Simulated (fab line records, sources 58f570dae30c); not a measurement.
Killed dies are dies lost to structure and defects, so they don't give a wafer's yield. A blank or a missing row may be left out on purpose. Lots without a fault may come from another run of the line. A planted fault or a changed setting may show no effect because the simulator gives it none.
Split-lot experiment | flow berkeley_cmos170 | 5 lots, 23 wafers read, on a route of 331 steps

THE SPLIT
At UCB170_M1_COAT_04 (resist thk 900 nm), the setting spin_rpm was moved away from the recipe's 1500 rpm on 10 of the 23 wafers read, by -6.1% to +4.7%. The other wafers ran this setting at the recipe's value.

The reading is taken at the split's own step.

THE READING
KrF_of_M1_COAT_04.thk_nm (the simulator's own value, which no gauge read), in nm, at UCB170_M1_COAT_04 (resist thk 900 nm). The file gives no usual value for it. The 13 wafers here that ran the recipe average 899.3 nm, standard deviation 2 nm.

wafer  | tool, chamber at the split | spin_rpm as run, rpm | against the recipe | KrF_of_M1_COAT_04.thk_nm, nm | against lot-mates on the recipe
L074.1 | litho_track-02, 0          | 1500                 | recipe             | 897.8                        | -
L074.2 | litho_track-02, 0          | 1571                 | +4.7%              | 875.8                        | -20.7
L074.4 | litho_track-02, 0          | 1571                 | +4.7%              | 880.5                        | -16.0
L074.5 | litho_track-02, 0          | 1500                 | recipe             | 896                          | -
L074.6 | litho_track-02, 0          | 1500                 | recipe             | 895.8                        | -
L076.1 | litho_track-02, 0          | 1500                 | recipe             | 898.7                        | -
L076.2 | litho_track-02, 0          | 1423                 | -5.1%              | 924.6                        | +24.8
L076.3 | litho_track-02, 0          | 1423                 | -5.1%              | 922.9                        | +23.1
L076.4 | litho_track-02, 0          | 1500                 | recipe             | 900.9                        | -
L076.6 | litho_track-02, 0          | 1423                 | -5.1%              | 921.6                        | +21.8
L081.1 | litho_track-02, 0          | 1570                 | +4.7%              | 879.3                        | -19.5
L081.2 | litho_track-02, 0          | 1570                 | +4.7%              | 877                          | -21.8
L081.3 | litho_track-02, 0          | 1570                 | +4.7%              | 880.7                        | -18.1
L081.5 | litho_track-02, 0          | 1500                 | recipe             | 899.3                        | -
L081.6 | litho_track-02, 0          | 1500                 | recipe             | 898.4                        | -
L082.1 | litho_track-04, 0          | 1500                 | recipe             | 900.2                        | -
L082.4 | litho_track-04, 0          | 1500                 | recipe             | 900.2                        | -
L082.2 | litho_track-04, 0          | 1500                 | recipe             | 898.2                        | -
L084.1 | litho_track-04, 0          | 1409                 | -6.1%              | 930.2                        | +28.4
L084.3 | litho_track-04, 0          | 1500                 | recipe             | 903.2                        | -
L084.4 | litho_track-04, 0          | 1409                 | -6.1%              | 931.6                        | +29.8
L084.5 | litho_track-04, 0          | 1500                 | recipe             | 900.8                        | -
L084.6 | litho_track-04, 0          | 1500                 | recipe             | 901.4                        | -

THE FIT
A straight line over all 23 wafers: KrF_of_M1_COAT_04.thk_nm changes by -4.68 nm for each +1% of spin_rpm; r = -0.99; the points scatter about the line by 2.2 nm.
The same after taking each lot's own level away (the mean of its wafers on the recipe; 23 wafers): -4.42 nm for each +1%; r = -0.99; scatter 1.6 nm.
On that fit, the largest move of spin_rpm shifts the reading by 27 nm.
The lots' own levels span 896.53 to 901.80 nm, that is 2.6 times the standard deviation above.
So the lot-to-lot level changes the slope little: the two slopes agree.
Check: with one of the wafers moved furthest among these (-6.1%) left out of the fit, the line predicts +27.2 nm for it against its lot-mates. It came out at +28.4 nm against them.

OTHER SPLITS ON THESE WAFERS
These wafers also went through other splits before the reading. Each is held against what the fit with the lots' levels taken away leaves over:
other split on the same wafers       | wafers away from the commonest value | r with KrF_of_M1_COAT_04.thk_nm (lot level and that fit taken away)
UCB170_PSD_EXPOSE_03 dose_mj         | 4                                    | +0.00
UCB170_SILICIDE_SPUTTER_01 time_s    | 8                                    | -0.28
UCB170_CONTACT_CVD_01 pressure_mtorr | 15                                   | +0.00

THE FILE'S OWN FIT
KrF_of_M1_COAT_04.thk_nm changes by -4.43 nm for each +1% of spin_rpm, r = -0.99.
